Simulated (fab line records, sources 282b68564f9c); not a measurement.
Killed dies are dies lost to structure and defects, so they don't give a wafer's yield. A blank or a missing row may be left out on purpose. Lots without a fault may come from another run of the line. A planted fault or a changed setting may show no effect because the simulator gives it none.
fab line records | flow rit_cmos
record lots=12 wafers=36 last_day=7
route steps=202 shown ACTIVE@2 NRETRO@59 REOX@102 NLDD@109 M1@202
lots that met no fault: from a run of the same line without faults
start_h: hours from the record's first day to the start of the lot's first wafer shown | wait_h: hours since the lot's step before | " the same as in the row above | L1.1+2: a row that stands for several wafers | - no value, or no start given | * or withheld: withheld | < > ~ a bound
route shown NAME@n: a module of which the file shows steps, and the number in the route of the first | usual: mean/standard deviation of fault-free wafers | same: alike in all rows | chamber/n: place in a boat | sites: the reading at each site | _std_site: their standard deviation | _edge_site: outer sites' mean less inner sites' | radius_mm: how far each site lies from the wafer's centre | mask NAME#n: copy n | behind: the tool/chamber that last shaped the wafer | hold: why the lot was held/for how many hours/how that ended | device: the transistor (n, p or np) that didn't switch | end of line: the same wafers' tests at the end of the route | a step without rows: its recipe alone | killed: dies lost to structure and defects at the first sort, not the wafer's yield | map: a wafer's dies, x killed, . not, _ none there
set.NAME: the setting as run; set.NAME@STEP: as run at that earlier step | model.NAME: the simulator's own value behind a step, which no gauge read
steps of the route over a sample of lots; a table a step, a row a wafer
services: from which hour (start_h, from the record's first day; less than 0 if before it) a tool's chamber was out of use, for how many hours, and why
## steps
# step RIT_ACTIVE_OXIDATION_01
# recipe temp_c=1000 ambient=O2 target_thk_a=468 ox_time_s=3360
# usual spike_tc_centre_C=1001.8/1.1 spike_tc_load_C=1026.2/1 spike_tc_source_C=1025.4/1.8
# columns lot.wafer tool chamber start_h wait_h spike_tc_centre_C spike_tc_load_C spike_tc_source_C
L686.1 furnace-03 0 10.12 0.1 1000.6 1027.1 1026.4
L686.4 " 0 " " 1000.7 1025.8 1026.4
L686.5 " 0 " " 999.3 1025.4 1026.5
L687.1 furnace-03 0 16.68 1.7 1001.4 1026.6 1028.4
L687.2 " 0 " " 1001.6 1027.6 1027.6
L687.4 " 0 " " 1000.6 1026.7 1025.6
L688.2 furnace-03 0 21.16 1.1 1001.0 1025.3 1027.2
L688.3 " 0 " " 1002.8 1027.0 1025.5
L688.4 " 0 " " 1000.2 1025.7 1026.8
L689.4 furnace-04 0 25.12 0.0 1001.7 1024.5 1024.6
L689.5 " 0 " " 1001.9 1026.0 1023.9
L689.6 " 0 " " 1001.4 1026.3 1024.8
L697.1 furnace-04 0 65.19 0.2 1014.0 1038.8 1038.5
L697.5 " 0 " " 1014.0 1038.2 1036.2
L697.6 " 0 " " 1015.7 1038.0 1038.5
L698.1 furnace-04 0 73.84 3.8 1017.1 1038.4 1035.7
L698.3 " 0 " " 1015.0 1040.7 1036.5
L698.6 " 0 " " 1016.1 1040.0 1037.5
L701.1 furnace-03 0 85.99 1.0 1002.3 1025.8 1028.3
L701.3 " 0 " " 1002.0 1027.1 1026.6
L701.5 " 0 " " 1000.2 1026.2 1027.9
L702.1 furnace-03 0 94.34 4.3 1001.8 1025.5 1026.8
L702.2 " 0 " " 1000.8 1026.9 1026.1
L702.4 " 0 " " 1001.7 1025.0 1024.9
L703.1 furnace-03 0 97.58 2.6 1001.1 1027.0 1027.3
L703.3 " 0 " " 1001.9 1026.0 1027.4
L703.5 " 0 " " 1001.0 1026.9 1026.1
L704.3 furnace-03 0 102.39 2.3 1000.8 1026.6 1026.8
L704.5 " 0 " " 1000.8 1025.7 1027.5
L704.6 " 0 " " 1002.7 1025.7 1026.6
L705.4 furnace-03 0 109.41 4.3 998.3 1026.2 1026.5
L705.5 " 0 " " 1002.7 1027.2 1028.1
L705.6 " 0 " " 1002.2 1023.9 1026.6
L709.1 furnace-03 0 125.25 0.2 1002.1 1024.2 1028.1
L709.4 " 0 " " 1002.3 1025.7 1026.1
L709.6 " 0 " " 1001.4 1025.3 1025.6
# step RIT_ACTIVE_THK_MEAS_02
# recipe reads=SiO2_of_ACTIVE_OXIDATION_01
# usual ACTIVE_OXIDE_THK=46.3/0.83
# columns lot.wafer tool chamber start_h wait_h ACTIVE_OXIDE_THK[nm]
L686.1 film_metro-01 - 12.05 0.0 46.6
L686.4 " - " " 47.3
L686.5 " - " " 46.5
L687.1 film_metro-02 - 18.61 0.0 47.2
L687.2 " - " " 46.9
L687.4 " - " " 47.3
L688.2 film_metro-02 - 23.11 0.0 47.4
L688.3 " - " " 47.0
L688.4 " - " " 47.3
L689.4 film_metro-01 - 27.08 0.0 46.2
L689.5 " - " " 45.1
L689.6 " - " " 45.9
L697.1 film_metro-01 - 67.13 0.0 50.7
L697.5 " - " " 51.7
L697.6 " - " " 51.2
L698.1 film_metro-04 - 75.77 0.0 52.4
L698.3 " - " " 51.5
L698.6 " - " " 51.4
L701.1 film_metro-02 - 87.92 0.0 46.8
L701.3 " - " " 46.2
L701.5 " - " " 46.2
L702.1 film_metro-02 - 96.27 0.0 47.0
L702.2 " - " " 46.6
L702.4 " - " " 46.8
L703.1 film_metro-02 - 99.52 0.0 46.1
L703.3 " - " " 46.4
L703.5 " - " " 46.0
L704.3 film_metro-02 - 104.35 0.0 47.1
L704.5 " - " " 46.8
L704.6 " - " " 47.5
L705.4 film_metro-04 - 111.37 0.0 45.4
L705.5 " - " " 46.8
L705.6 " - " " 46.3
L709.1 film_metro-01 - 127.18 0.0 46.3
L709.4 " - " " 45.4
L709.6 " - " " 45.9
# step RIT_NRETRO_OVL_MEAS_06
# usual NRETRO_OVL=0.2/1.2
# columns lot.wafer tool chamber start_h wait_h NRETRO_OVL[nm]
L686.1 overlay-01 - 31.54 - 0.7
L686.4 " - " " -1.8
L686.5 " - " " 0.1
L687.1 overlay-02 - 36.63 - 2.0
L687.2 " - " " 2.4
L687.4 " - " " 2.2
L688.2 overlay-02 - 41.85 - -0.6
L688.3 " - " " -0.4
L688.4 " - " " 0.4
L689.4 overlay-01 - 46.82 - 0.5
L689.5 " - " " -1.7
L689.6 " - " " 0.3
L697.1 overlay-02 - 90.87 - 0.6
L697.5 " - " " -0.7
L697.6 " - " " 1.2
L698.1 overlay-01 - 97.36 - 0.2
L698.3 " - " " 0.2
L698.6 " - " " 0.9
L701.1 overlay-02 - 116.45 - -1.6
L701.3 " - " " -1.7
L701.5 " - " " -1.3
L702.1 overlay-01 - 123.47 - 1.3
L702.2 " - " " -0.1
L702.4 " - " " 1.4
L703.1 overlay-01 - 123.71 - -0.1
L703.3 " - " " -1.1
L703.5 " - " " 0.0
L704.3 overlay-02 - 134.36 - 0.6
L704.5 " - " " -0.2
L704.6 " - " " 0.3
L705.4 overlay-01 - 138.05 - 0.1
L705.5 " - " " 0.9
L705.6 " - " " 1.7
L709.1 overlay-02 - 148.06 - 0.3
L709.4 " - " " 1.2
L709.6 " - " " -0.3
# step RIT_REOX_THK_MEAS_04
# recipe reads=SiO2_of_REOX_OXIDATION_03
# usual REOX_OXIDE_THK=24.9/0.43
# columns lot.wafer tool chamber start_h wait_h REOX_OXIDE_THK[nm]
L686.1 film_metro-03 - 42.97 0.0 24.8
L686.4 " - " " 24.9
L686.5 " - " " 24.9
L687.1 film_metro-01 - 49.80 0.0 25.2
L687.2 " - " " 25.0
L687.4 " - " " 24.8
L688.2 film_metro-03 - 55.81 0.0 24.9
L688.3 " - " " 25.1
L688.4 " - " " 25.0
L689.4 film_metro-01 - 58.38 0.0 25.2
L689.5 " - " " 25.3
L689.6 " - " " 25.0
L697.1 film_metro-01 - 110.12 0.0 25.1
L697.5 " - " " 25.0
L697.6 " - " " 24.9
L698.1 film_metro-04 - 121.05 0.0 25.1
L698.3 " - " " 24.9
L698.6 " - " " 25.2
L701.1 film_metro-04 - 131.18 0.0 24.7
L701.3 " - " " 24.5
L701.5 " - " " 25.4
L702.1 film_metro-04 - 135.96 0.0 24.5
L702.2 " - " " 24.2
L702.4 " - " " 24.3
L703.1 film_metro-01 - 135.96 0.0 25.3
L703.3 " - " " 25.1
L703.5 " - " " 24.8
L704.3 film_metro-04 - 148.09 0.0 24.8
L704.5 " - " " 24.5
L704.6 " - " " 24.8
L705.4 film_metro-01 - 154.63 0.0 25.0
L705.5 " - " " 25.0
L705.6 " - " " 24.5
L709.1 film_metro-04 - 160.68 0.0 25.3
L709.4 " - " " 25.3
L709.6 " - " " 25.1
# step RIT_NLDD_OVL_MEAS_06
# usual NLDD_OVL=-0.2/1.6
# columns lot.wafer tool chamber start_h wait_h NLDD_OVL[nm]
L686.1 overlay-02 - 44.00 - -0.2
L686.4 " - " " -2.2
L686.5 " - " " -0.1
L687.1 overlay-02 - 51.01 - 1.9
L687.2 " - " " 1.8
L687.4 " - " " 0.3
L688.2 overlay-01 - 56.73 - 2.2
L688.3 " - " " 2.8
L688.4 " - " " 2.2
L689.4 overlay-01 - 59.41 - -1.4
L689.5 " - " " -1.0
L689.6 " - " " -2.5
L697.1 overlay-02 - 111.03 - -1.0
L697.5 " - " " -1.9
L697.6 " - " " -1.8
L698.1 overlay-01 - 121.96 - -0.3
L698.3 " - " " -1.1
L698.6 " - " " -2.4
L701.1 overlay-02 - 132.09 - 0.1
L701.3 " - " " -1.8
L701.5 " - " " -1.5
L702.1 overlay-02 - 137.24 - -1.9
L702.2 " - " " -3.0
L702.4 " - " " -1.6
L703.1 overlay-02 - 137.52 - 0.4
L703.3 " - " " 1.7
L703.5 " - " " 0.0
L704.3 overlay-02 - 148.99 - 0.2
L704.5 " - " " -1.3
L704.6 " - " " 0.9
L705.4 overlay-02 - 155.69 - -1.9
L705.5 " - " " -2.7
L705.6 " - " " -0.6
L709.1 overlay-01 - 161.82 - -2.2
L709.4 " - " " -1.3
L709.6 " - " " -1.7
# step RIT_M1_PROBE_99
# usual killed_at_contacts=0.1/0.23 killed_at_front_end=6.6/2.9 killed_dies=6.7/3 killed_open=3.5/2.1 killed_short=3.2/1.8
# same gross_dies=264 killed_at_M0_to_M3=0 killed_at_M4_up=0 killed_at_back_side=0 killed_at_other=0
# columns lot.wafer tool chamber start_h wait_h killed_at_contacts killed_at_front_end killed_dies killed_open killed_short
L686.1 prober-02 - 61.20 0.1 0 8 8 4 4
L686.4 prober-02 - 61.35 0.2 0 7 7 2 5
L686.5 prober-02 - 61.40 0.2 0 7 7 3 4
L687.1 prober-01 - 66.89 0.1 1 10 11 5 6
L687.2 prober-01 - 66.94 0.1 0 10 10 3 7
L687.4 prober-01 - 67.04 0.2 0 9 9 3 6
L688.2 prober-02 - 72.61 0.1 0 1 1 0 1
L688.3 prober-02 - 72.66 0.2 0 8 8 4 4
L688.4 prober-02 - 72.71 0.2 0 4 4 2 2
L689.4 prober-01 - 74.88 0.2 0 2 2 0 2
L689.5 prober-01 - 74.93 0.2 0 9 9 6 3
L689.6 prober-01 - 74.98 0.2 1 9 10 5 5
L697.1 prober-01 - 126.85 0.1 0 8 8 6 2
L697.5 prober-01 - 127.05 0.2 0 7 7 5 2
L697.6 prober-01 - 127.10 0.2 0 11 11 8 3
L698.1 prober-02 - 138.05 0.1 0 1 1 0 1
L698.3 prober-02 - 138.15 0.2 0 6 6 4 2
L698.6 prober-02 - 138.30 0.2 0 6 6 3 3
L701.1 prober-02 - 148.68 0.1 0 0 0 0 0
L701.3 prober-02 - 148.78 0.2 0 4 4 1 3
L701.5 prober-02 - 148.88 0.2 0 3 3 2 1
L702.1 prober-02 - 154.27 0.1 0 6 6 5 1
L702.2 prober-02 - 154.32 0.1 0 8 8 6 2
L702.4 prober-02 - 154.42 0.2 0 1 1 0 1
L703.1 prober-01 - 155.77 0.1 0 4 4 1 3
L703.3 prober-01 - 155.87 0.2 0 5 5 3 2
L703.5 prober-01 - 155.97 0.2 0 3 3 2 1
L704.3 prober-02 - 172.76 0.2 0 12 12 7 5
L704.5 prober-02 - 172.86 0.2 1 10 11 8 3
L704.6 prober-02 - 172.91 0.2 0 9 9 3 6
L705.4 prober-02 - 173.11 0.5 0 5 5 3 2
L705.5 prober-02 - 173.16 0.5 0 7 7 4 3
L705.6 prober-02 - 173.21 0.6 0 4 4 2 2
L709.1 prober-02 - 177.62 0.1 0 8 8 5 3
L709.4 prober-02 - 177.77 0.2 0 6 6 2 4
L709.6 prober-02 - 177.87 0.2 0 6 6 1 5
# killed by level:class
L686.1 FOX1:geometric_particle:short=3 GATE:geometric_particle:open=3 FOX2:geometric_particle:open=1 SPACER:geometric_particle:short=1
L686.4 FOX2:geometric_particle:short=2 FOX1:geometric_particle:short=1 REOX:geometric_particle:short=1 SPACER:geometric_particle:short=1 SPACER:geometric_particle:open=1 SILICIDE:geometric_particle:open=1
L686.5 REOX:geometric_particle:short=2 SPACER:geometric_particle:open=2 SPACER:geometric_particle:short=1 SILICIDE:geometric_particle:open=1 SILICIDE:geometric_particle:short=1
L687.1 REOX:geometric_particle:short=3 REOX:geometric_particle:open=2 SILICIDE:geometric_particle:open=2 SILICIDE:geometric_particle:short=2 GATE:geometric_particle:short=1 CONTACT:geometric_particle:open=1
L687.2 GATE:geometric_particle:short=4 REOX:geometric_particle:short=2 REOX:geometric_particle:open=2 FOX1:geometric_particle:short=1 GATE:geometric_particle:open=1
L687.4 FOX1:geometric_particle:short=2 SPACER:geometric_particle:short=2 SILICIDE:geometric_particle:short=2 GATE:geometric_particle:open=1 SPACER:geometric_particle:open=1 SILICIDE:geometric_particle:open=1
L688.2 FOX1:geometric_particle:short=1
L688.3 SPACER:geometric_particle:open=3 GATE:geometric_particle:short=2 FOX2:geometric_particle:short=1 FOX2:geometric_particle:open=1 SPACER:geometric_particle:short=1
L688.4 FOX2:geometric_particle:open=1 FOX2:geometric_particle:short=1 GATE:geometric_particle:open=1 SPACER:geometric_particle:short=1
L689.4 FOX2:geometric_particle:short=1 SPACER:geometric_particle:short=1
L689.5 SILICIDE:geometric_particle:open=3 FOX1:geometric_particle:open=2 FOX1:geometric_particle:short=1 GATE:geometric_particle:open=1 GATE:geometric_particle:short=1 SILICIDE:geometric_particle:short=1
L689.6 GATE:geometric_particle:open=2 GATE:geometric_particle:short=2 FOX1:geometric_particle:open=1 FOX2:geometric_particle:open=1 SPACER:geometric_particle:short=1 SPACER:geometric_particle:open=1 SILICIDE:geometric_particle:short=1 CONTACT:geometric_particle:short=1
L697.1 FOX1:geometric_particle:open=2 GATE:geometric_particle:open=2 FOX2:geometric_particle:short=1 FOX2:geometric_particle:open=1 SILICIDE:geometric_particle:short=1 SPACER:geometric_particle:open=1
L697.5 GATE:geometric_particle:open=3 FOX1:geometric_particle:short=1 GATE:geometric_particle:short=1 SPACER:geometric_particle:open=1 SILICIDE:geometric_particle:open=1
L697.6 GATE:geometric_particle:open=6 FOX2:geometric_particle:open=1 FOX2:geometric_particle:short=1 GATE:geometric_particle:short=1 REOX:geometric_particle:open=1 REOX:geometric_particle:short=1
L698.1 REOX:geometric_particle:short=1
L698.3 GATE:geometric_particle:open=2 SILICIDE:geometric_particle:open=2 GATE:geometric_particle:short=1 SILICIDE:geometric_particle:short=1
L698.6 FOX2:geometric_particle:open=2 FOX1:geometric_particle:short=1 FOX1:geometric_particle:open=1 GATE:geometric_particle:short=1 SILICIDE:geometric_particle:short=1
L701.3 GATE:geometric_particle:short=2 FOX1:geometric_particle:short=1 FOX2:geometric_particle:open=1
L701.5 GATE:geometric_particle:short=1 GATE:geometric_particle:open=1 SILICIDE:geometric_particle:open=1
L702.1 GATE:geometric_particle:open=3 FOX1:geometric_particle:open=1 FOX2:geometric_particle:open=1 SILICIDE:geometric_particle:short=1
L702.2 SILICIDE:geometric_particle:open=3 FOX1:geometric_particle:open=1 FOX1:geometric_particle:short=1 GATE:geometric_particle:open=1 GATE:geometric_particle:short=1 REOX:geometric_particle:open=1
L702.4 GATE:geometric_particle:short=1
L703.1 GATE:geometric_particle:short=3 GATE:geometric_particle:open=1
L703.3 GATE:geometric_particle:open=2 SPACER:geometric_particle:short=1 SILICIDE:geometric_particle:open=1 SILICIDE:geometric_particle:short=1
L703.5 GATE:geometric_particle:open=1 SPACER:geometric_particle:short=1 SILICIDE:geometric_particle:open=1
L704.3 GATE:geometric_particle:open=3 SILICIDE:geometric_particle:short=2 GATE:geometric_particle:short=2 REOX:geometric_particle:open=2 FOX1:geometric_particle:short=1 FOX2:geometric_particle:open=1 SILICIDE:geometric_particle:open=1
L704.5 GATE:geometric_particle:open=4 FOX1:geometric_particle:open=3 SILICIDE:geometric_particle:short=2 FOX1:geometric_particle:short=1 CONTACT:geometric_particle:open=1
L704.6 FOX1:geometric_particle:short=2 GATE:geometric_particle:open=2 SILICIDE:geometric_particle:short=2 REOX:geometric_particle:short=1 SPACER:geometric_particle:short=1 SILICIDE:geometric_particle:open=1
L705.4 FOX1:geometric_particle:short=1 FOX1:geometric_particle:open=1 REOX:geometric_particle:open=1 REOX:geometric_particle:short=1 SPACER:geometric_particle:open=1
L705.5 GATE:geometric_particle:open=1 REOX:geometric_particle:open=1 REOX:geometric_particle:short=1 SPACER:geometric_particle:short=1 SPACER:geometric_particle:open=1 SILICIDE:geometric_particle:open=1 SILICIDE:geometric_particle:short=1
L705.6 REOX:geometric_particle:short=2 GATE:geometric_particle:open=1 REOX:geometric_particle:open=1
L709.1 SILICIDE:geometric_particle:open=3 GATE:geometric_particle:open=2 GATE:geometric_particle:short=2 SILICIDE:geometric_particle:short=1
L709.4 GATE:geometric_particle:open=2 SILICIDE:geometric_particle:short=2 ACTIVE:geometric_particle:short=1 SPACER:geometric_particle:short=1
L709.6 SPACER:geometric_particle:short=3 GATE:geometric_particle:short=1 REOX:geometric_particle:open=1 SILICIDE:geometric_particle:short=1
## services
# columns tool chamber start_h hours kind
furnace-04 - -12.95 3.8 pm
furnace-04 - 56.27 3.0 pm
furnace-03 - 115.05 3.4 pm
## key
first_sign step=RIT_ACTIVE_OXIDATION_01 reading=spike_tc_load_C direction=up sigmas=13 usual=1026.2 struck=1039.0
effect step=RIT_ACTIVE_OXIDATION_01 reading=spike_tc_centre_C direction=up sigmas=12 usual=1001.8 struck=1015.3
effect step=RIT_ACTIVE_THK_MEAS_02 reading=ACTIVE_OXIDE_THK direction=up sigmas=6.3 usual=46.3 struck=51.5
met_at RIT_ACTIVE_OXIDATION_01
struck_lots L697,L698
tester_left_out L697,L698
not_acting_at RIT_NRETRO_OVL_MEAS_06,RIT_REOX_THK_MEAS_04,RIT_NLDD_OVL_MEAS_06
onset_between 25.12 65.19
fault kind=process_parameter_drift tool=furnace-04 chamber=- onset_h=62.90 steps=RIT_ACTIVE_OXIDATION_01 channel=temp_c offset=* shape=step end_h=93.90 acts_in=* stated=*
# tester_left_out: of these lots the tester's yield and bins aren't shown, on N5 and GAA mostly nor the transistor test; their killed dies are dies lost to structure and defects alone, not to doping, threshold or leakage, so they don't give the yield
